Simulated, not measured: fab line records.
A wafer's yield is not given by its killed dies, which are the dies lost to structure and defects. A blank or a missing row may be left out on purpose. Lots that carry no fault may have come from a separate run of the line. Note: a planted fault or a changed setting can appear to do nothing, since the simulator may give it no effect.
What tool caused it? -- flow berkeley_cmos170 -- 14 lots, 42 wafers sampled, at 3 steps of a route of 331

== WHAT EACH GAUGE READ, for each wafer ==
UCB170_M1_OVL_MEAS_10.
lot,measured,on,M1_OVL (nm)
L334,day 8 01:19,overlay-01,-4 -4 -4
L335,day 8 16:20,overlay-02,-7 -5 -11
L336,day 8 16:27,overlay-01,8 2 -4
L337,day 9 05:05,overlay-01,-9 -7 -6
L340,day 9 09:40,overlay-02,-7 -3 1
L338,day 9 11:49,overlay-01,1 -8 -1
L341,day 9 20:08,overlay-01,3 4 -1
L343,day 10 11:44,overlay-02,-4 -7 -2
L344,day 10 20:17,overlay-02,-1 -2 -10
L350,day 12 08:29,overlay-01,-1 1 7
L351,day 12 13:51,overlay-02,0 -3 2
L354,day 13 06:31,overlay-01,2 1 5
L355,day 13 06:41,overlay-01,6 2 1
L357,day 13 23:10,overlay-01,-2 0 8

UCB170_V1_THK_MEAS_01.
lot,measured,on,V1_TEOS_THK (nm)
L334,day 8 03:40,film_metro-02,1996 1978 2000
L335,day 8 18:16,film_metro-03,2034 2015 2072
L336,day 8 19:35,film_metro-01,1976 1976 2009
L337,day 9 07:00,film_metro-03,1987 2007 2029
L340,day 9 12:39,film_metro-02,1981 1994 2019
L338,day 9 13:59,film_metro-03,1976 1991 2028
L341,day 9 22:04,film_metro-02,1971 1979 1994
L343,day 10 13:39,film_metro-01,1989 2022 2010
L344,day 10 22:31,film_metro-03,2010 2010 1993
L350,day 12 11:21,film_metro-03,1999 2013 1994
L351,day 12 16:53,film_metro-01,1976 2008 2002
L354,day 13 09:27,film_metro-02,2023 2014 2015
L355,day 13 09:33,film_metro-01,2002 2028 2040
L357,day 14 01:06,film_metro-03,1985 2037 2043

== EACH LOT AND THE TOOL THAT RAN IT (in order: tool; ch and the chambers of the sampled wafers; start) ==
lot,UCB170_M1_STRIP_13
L334,"plasma_asher-02 ch 0,1, day 8 01:32"
L335,"plasma_asher-03 ch 0,1, day 8 16:33"
L336,"plasma_asher-02 ch 0,1, day 8 16:40"
L337,"plasma_asher-02 ch 0,1, day 9 05:17"
L340,"plasma_asher-03 ch 0,1, day 9 09:53"
L338,"plasma_asher-02 ch 0,1, day 9 12:02"
L341,"plasma_asher-03 ch 0,1, day 9 20:20"
L343,"plasma_asher-02 ch 0,1, day 10 11:56"
L344,"plasma_asher-03 ch 0,1, day 10 20:31"
L350,"plasma_asher-02 ch 0,1, day 12 08:43"
L351,"plasma_asher-03 ch 0,1, day 12 14:04"
L354,"plasma_asher-03 ch 0,1, day 13 06:44"
L355,"plasma_asher-04 ch 0,1, day 13 06:59"
L357,"plasma_asher-03 ch 0,1, day 13 23:23"
- UCB170_M1_STRIP_13: strips in O2.

== AS READ BY THE TOOLS THEMSELVES (means over the sampled wafers that have a number; for cases with no such wafer, the mark the record gives instead) ==
UCB170_M1_STRIP_13.
lot,tool,drypump_motor_current_A (A),oes_product_au (a.u.)
L334,plasma_asher-02,5.3,0.723
L335,plasma_asher-03,6.1,0.722
L336,plasma_asher-02,5.3,0.720
L337,plasma_asher-02,5.3,0.722
L340,plasma_asher-03,5.7,0.723
L338,plasma_asher-02,5.3,0.723
L341,plasma_asher-03,5.7,0.719
L343,plasma_asher-02,5.2,0.718
L344,plasma_asher-03,5.7,0.723
L350,plasma_asher-02,5.3,0.719
L351,plasma_asher-03,5.7,0.719
L354,plasma_asher-03,6.1,0.717
L355,plasma_asher-04,5.7,0.722
L357,plasma_asher-03,5.7,0.718

== THE ANSWER, worked out from the rows above alone ==
Rule: the usual values come from the lots themselves. Put in order of their means at a reading, lots are off if they are a third of the lots or fewer, leave a main group of 4 or more, and stand apart from it by a gap of 3 or more times the standard deviation of the main group's means; of several such gaps the widest counts. A main group is skipped when, at the precision printed for the reading in the tables above, its means are all equal. Also off: a lot with no number at a reading for which 4 or more lots have one. Where the step has rows for the other lots, those lots are counted as sound. The gauges are gone through in route order, then the tools' own readings, and for those a lot's mean is taken as printed above. At the first step where some lot is off, the reading lying furthest off is the one used; lots without a number count as furthest.
No lot is off at any reading shown: from this, nothing can be told.

== WHAT THE SIMULATOR PUT IN ==
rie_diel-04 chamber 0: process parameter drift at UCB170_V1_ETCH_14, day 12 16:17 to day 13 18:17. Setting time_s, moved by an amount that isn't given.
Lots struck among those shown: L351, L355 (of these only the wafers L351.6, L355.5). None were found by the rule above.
